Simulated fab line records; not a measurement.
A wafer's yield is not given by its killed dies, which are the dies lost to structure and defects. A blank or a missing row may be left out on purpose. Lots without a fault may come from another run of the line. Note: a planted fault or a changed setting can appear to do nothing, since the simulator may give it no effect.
Which tool did it? / flow berkeley-cmos170 / 14 lots with 42 wafers sampled at 5 steps, on a route of 331 steps

WHAT THE GAUGES READ, wafer by wafer
UCB170_NSD_TW_MEAS_10. Usual: NSD_TW gives 4197 (standard deviation 21).
lot=L889; measured=day 8 08:37; on=film-metro-04; NSD_TW=4188 4180 4202; flag=
lot=L894; measured=day 8 18:22; on=film-metro-04; NSD_TW=4199 4205 4203; flag=
lot=L891; measured=day 8 18:07; on=film-metro-04; NSD_TW=4204 4200 4183; flag=
lot=L893; measured=day 8 18:51; on=film-metro-03; NSD_TW=4188 4202 4180; flag=
lot=L898; measured=day 10 01:41; on=film-metro-04; NSD_TW=4197 4169 4204; flag=
lot=L902; measured=day 10 17:55; on=film-metro-02; NSD_TW=4199 4204 4191; flag=
lot=L900; measured=day 10 17:24; on=film-metro-04; NSD_TW=4197 4213 4187; flag=
lot=L905; measured=day 11 03:02; on=film-metro-02; NSD_TW=4209 4209 4223; flag=
lot=L904; measured=day 11 03:31; on=film-metro-03; NSD_TW=4219 4219 4259; flag=
lot=L906; measured=day 11 19:34; on=film-metro-03; NSD_TW=4246 4211 4229; flag=
lot=L911; measured=day 12 13:16; on=film-metro-03; NSD_TW=4215 4199 4227; flag=
lot=L909; measured=day 12 13:29; on=film-metro-02; NSD_TW=4204 4178 4190; flag=
lot=L910; measured=day 12 13:37; on=film-metro-04; NSD_TW=4162 4183 4206; flag=
lot=L912; measured=day 12 13:47; on=film-metro-04; NSD_TW=4189 4210 4193; flag=

UCB170_CONTACT_CD_MEAS_15: the cd target is 700 nm. Usual: cd-nm reads 699.8 nm (standard deviation 1.2).
lot=L889; measured=day 8 14:40; on=cd-sem-02; cd-nm (nm)=700.0 699.1 699.0; flag=
lot=L894; measured=day 9 03:47; on=cd-sem-02; cd-nm (nm)=700.3 701.3 700.3; flag=
lot=L891; measured=day 9 00:41; on=cd-sem-02; cd-nm (nm)=699.7 699.5 699.8; flag=
lot=L893; measured=day 9 04:37; on=cd-sem-02; cd-nm (nm)=699.5 699.5 699.9; flag=
lot=L898; measured=day 10 07:30; on=cd-sem-02; cd-nm (nm)=699.8 699.4 701.4; flag=
lot=L902; measured=day 11 06:56; on=cd-sem-01; cd-nm (nm)=746.0 747.5 745.7; flag=OFF
lot=L900; measured=day 11 02:23; on=cd-sem-02; cd-nm (nm)=698.8 699.1 698.8; flag=
lot=L905; measured=day 11 10:38; on=cd-sem-01; cd-nm (nm)=736.4 736.6 737.0; flag=OFF
lot=L904; measured=day 11 10:53; on=cd-sem-02; cd-nm (nm)=698.2 699.4 698.1; flag=
lot=L906; measured=day 12 07:53; on=cd-sem-01; cd-nm (nm)=699.2 700.8 701.2; flag=
lot=L911; measured=day 13 01:08; on=cd-sem-01; cd-nm (nm)=698.1 700.4 700.3; flag=
lot=L909; measured=day 13 01:22; on=cd-sem-01; cd-nm (nm)=697.7 697.3 698.5; flag=
lot=L910; measured=day 13 03:08; on=cd-sem-01; cd-nm (nm)=700.5 700.1 701.0; flag=
lot=L912; measured=day 13 01:49; on=cd-sem-01; cd-nm (nm)=697.0 699.1 698.9; flag=

UCB170_M2_OVL_MEAS_16. Usual: M2_OVL gives 2 nm (standard deviation 5).
lot=L889; measured=day 9 03:10; on=overlay-02; M2_OVL (nm)=14 1 9; flag=
lot=L894; measured=day 9 14:56; on=overlay-01; M2_OVL (nm)=5 4 8; flag=
lot=L891; measured=day 9 12:36; on=overlay-02; M2_OVL (nm)=2 0 1; flag=
lot=L893; measured=day 9 16:05; on=overlay-01; M2_OVL (nm)=1 1 2; flag=
lot=L898; measured=day 10 22:00; on=overlay-01; M2_OVL (nm)=-12 -2 -1; flag=
lot=L902; measured=day 11 16:15; on=overlay-02; M2_OVL (nm)=-4 2 2; flag=
lot=L900; measured=day 11 13:38; on=overlay-01; M2_OVL (nm)=0 -5 -2; flag=
lot=L905; measured=day 12 00:53; on=overlay-01; M2_OVL (nm)=-8 -1 2; flag=
lot=L904; measured=day 12 01:04; on=overlay-02; M2_OVL (nm)=8 2 5; flag=
lot=L906; measured=day 13 03:43; on=overlay-02; M2_OVL (nm)=0 3 6; flag=
lot=L911; measured=day 13 12:16; on=overlay-01; M2_OVL (nm)=9 7 6; flag=
lot=L909; measured=day 13 17:56; on=overlay-01; M2_OVL (nm)=0 -1 2; flag=
lot=L910; measured=day 13 19:42; on=overlay-02; M2_OVL (nm)=5 7 7; flag=
lot=L912; measured=day 13 18:34; on=overlay-02; M2_OVL (nm)=4 -3 9; flag=

TOOL THAT RAN EACH LOT (tool first, then ch and the chambers of the sampled wafers, then the start)
lot=L889; UCB170_GATE_STRIP_16=plasma-asher-04 ch 0,1, day 7 15:32; UCB170_CONTACT_PEB_13=litho-track-04 ch 0, day 8 14:24
lot=L894; UCB170_GATE_STRIP_16=plasma-asher-02 ch 0,1, day 8 02:08; UCB170_CONTACT_PEB_13=litho-track-03 ch 0, day 9 03:30
lot=L891; UCB170_GATE_STRIP_16=plasma-asher-01 ch 1, day 8 02:16; UCB170_CONTACT_PEB_13=litho-track-04 ch 0, day 9 00:24
lot=L893; UCB170_GATE_STRIP_16=plasma-asher-04 ch 0,1, day 8 02:59; UCB170_CONTACT_PEB_13=litho-track-03 ch 0, day 9 04:00
lot=L898; UCB170_GATE_STRIP_16=plasma-asher-01 ch 0, day 9 09:39; UCB170_CONTACT_PEB_13=litho-track-03 ch 0, day 10 07:14
lot=L902; UCB170_GATE_STRIP_16=plasma-asher-02 ch 0,1, day 10 00:33; UCB170_CONTACT_PEB_13=litho-track-01 ch 0, day 11 06:36
lot=L900; UCB170_GATE_STRIP_16=plasma-asher-01 ch 0,1, day 10 00:55; UCB170_CONTACT_PEB_13=litho-track-01 ch 0, day 11 02:07
lot=L905; UCB170_GATE_STRIP_16=plasma-asher-04 ch 0,1, day 10 13:29; UCB170_CONTACT_PEB_13=litho-track-01 ch 0, day 11 10:22
lot=L904; UCB170_GATE_STRIP_16=plasma-asher-02 ch 0,1, day 10 13:44; UCB170_CONTACT_PEB_13=litho-track-04 ch 0, day 11 10:37
lot=L906; UCB170_GATE_STRIP_16=plasma-asher-01 ch 0, day 10 21:33; UCB170_CONTACT_PEB_13=litho-track-03 ch 0, day 12 07:31
lot=L911; UCB170_GATE_STRIP_16=plasma-asher-02 ch 0,1, day 11 19:02; UCB170_CONTACT_PEB_13=litho-track-03 ch 0, day 13 00:00
lot=L909; UCB170_GATE_STRIP_16=plasma-asher-01 ch 0,1, day 11 19:09; UCB170_CONTACT_PEB_13=litho-track-04 ch 0, day 13 01:00
lot=L910; UCB170_GATE_STRIP_16=plasma-asher-02 ch 0,1, day 11 19:17; UCB170_CONTACT_PEB_13=litho-track-04 ch 0, day 13 02:13
lot=L912; UCB170_GATE_STRIP_16=plasma-asher-01 ch 0,1, day 12 02:39; UCB170_CONTACT_PEB_13=litho-track-03 ch 0, day 13 01:26
- UCB170_GATE_STRIP_16: strips in O2.
- UCB170_CONTACT_PEB_13

WHAT THE TOOLS THEMSELVES READ (means of the sampled wafers that have a number; where no wafer has one, the mark that the record gives instead)
UCB170_GATE_STRIP_16. Usual: drypump-motor-current-A 5.5 A, standard deviation 0.47; oes-product-au 0.723 a.u., standard deviation 0.0047.
lot=L889; tool=plasma-asher-04; drypump-motor-current-A (A)=5.3; oes-product-au (a.u.)=0.722; flag=
lot=L894; tool=plasma-asher-02; drypump-motor-current-A (A)=5.8; oes-product-au (a.u.)=0.727; flag=
lot=L891; tool=plasma-asher-01; drypump-motor-current-A (A)=5.6; oes-product-au (a.u.)=0.726; flag=
lot=L893; tool=plasma-asher-04; drypump-motor-current-A (A)=5.1; oes-product-au (a.u.)=0.722; flag=
lot=L898; tool=plasma-asher-01; drypump-motor-current-A (A)=5.2; oes-product-au (a.u.)=0.725; flag=
lot=L902; tool=plasma-asher-02; drypump-motor-current-A (A)=5.8; oes-product-au (a.u.)=0.724; flag=
lot=L900; tool=plasma-asher-01; drypump-motor-current-A (A)=5.3; oes-product-au (a.u.)=0.722; flag=
lot=L905; tool=plasma-asher-04; drypump-motor-current-A (A)=5.1; oes-product-au (a.u.)=0.731; flag=
lot=L904; tool=plasma-asher-02; drypump-motor-current-A (A)=5.5; oes-product-au (a.u.)=0.722; flag=
lot=L906; tool=plasma-asher-01; drypump-motor-current-A (A)=5.2; oes-product-au (a.u.)=0.721; flag=
lot=L911; tool=plasma-asher-02; drypump-motor-current-A (A)=5.9; oes-product-au (a.u.)=0.721; flag=
lot=L909; tool=plasma-asher-01; drypump-motor-current-A (A)=5.5; oes-product-au (a.u.)=0.721; flag=
lot=L910; tool=plasma-asher-02; drypump-motor-current-A (A)=5.8; oes-product-au (a.u.)=0.723; flag=
lot=L912; tool=plasma-asher-01; drypump-motor-current-A (A)=5.3; oes-product-au (a.u.)=0.720; flag=

UCB170_CONTACT_PEB_13. Usual: plate-temp-C reads 130.04 C (standard deviation 0.14).
lot=L889; tool=litho-track-04; plate-temp-C (C)=130.03; flag=
lot=L894; tool=litho-track-03; plate-temp-C (C)=129.94; flag=
lot=L891; tool=litho-track-04; plate-temp-C (C)=130.23; flag=
lot=L893; tool=litho-track-03; plate-temp-C (C)=130.07; flag=
lot=L898; tool=litho-track-03; plate-temp-C (C)=129.72; flag=
lot=L902; tool=litho-track-01; plate-temp-C (C)=140.77; flag=OFF
lot=L900; tool=litho-track-01; plate-temp-C (C)=130.18; flag=
lot=L905; tool=litho-track-01; plate-temp-C (C)=140.69; flag=OFF
lot=L904; tool=litho-track-04; plate-temp-C (C)=130.17; flag=
lot=L906; tool=litho-track-03; plate-temp-C (C)=130.05; flag=
lot=L911; tool=litho-track-03; plate-temp-C (C)=129.95; flag=
lot=L909; tool=litho-track-04; plate-temp-C (C)=130.01; flag=
lot=L910; tool=litho-track-04; plate-temp-C (C)=130.12; flag=
lot=L912; tool=litho-track-03; plate-temp-C (C)=130.01; flag=

THE ANSWER, worked out from the rows above alone
Rule: lot off if the mean of its wafers having a number is beyond 3 standard deviations from the usual mean. Also off: a lot with no number at a reading for which 4 or more lots have one. Where the step has rows for the other lots, those lots are counted as sound. After the gauges, taken in route order, come the tools' own readings; for these a lot's mean is taken, as printed above. The first step at which some lot is off is used, and at that step the reading that is off furthest; a lot without a number counts as furthest.
Off: L902, L905 (UCB170_CONTACT_CD_MEAS_15, cd-nm).
A tool fits if, at a process step before that reading, it ran every lot that is off, and no sound lot after the first of them. The gauges at UCB170_CONTACT_CD_MEAS_15 aren't tried: what is off there is off at UCB170_CONTACT_PEB_13 too, on other tools, and a gauge's error can't cause that. One candidate fits, namely litho-track-01 at UCB170_CONTACT_PEB_13. A fault onset in the window from L900 (day 11 02:07, its last sound lot) to L902 (day 11 06:36, its first lot off) fits.
On the lots that are off, the tool's own readings at UCB170_CONTACT_PEB_13 differ by more than 5 times the standard deviation of the sound lots' means, which bears it out; plate-temp-C reads 140.73 C there versus 130.04 C on the sound lots.

WHAT WAS PUT IN BY THE SIMULATOR
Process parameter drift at UCB170_CONTACT_PEB_13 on litho-track-01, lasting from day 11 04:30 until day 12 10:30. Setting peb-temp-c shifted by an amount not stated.
Shown lots that were struck: L902, L905. The same result came from the rule above.
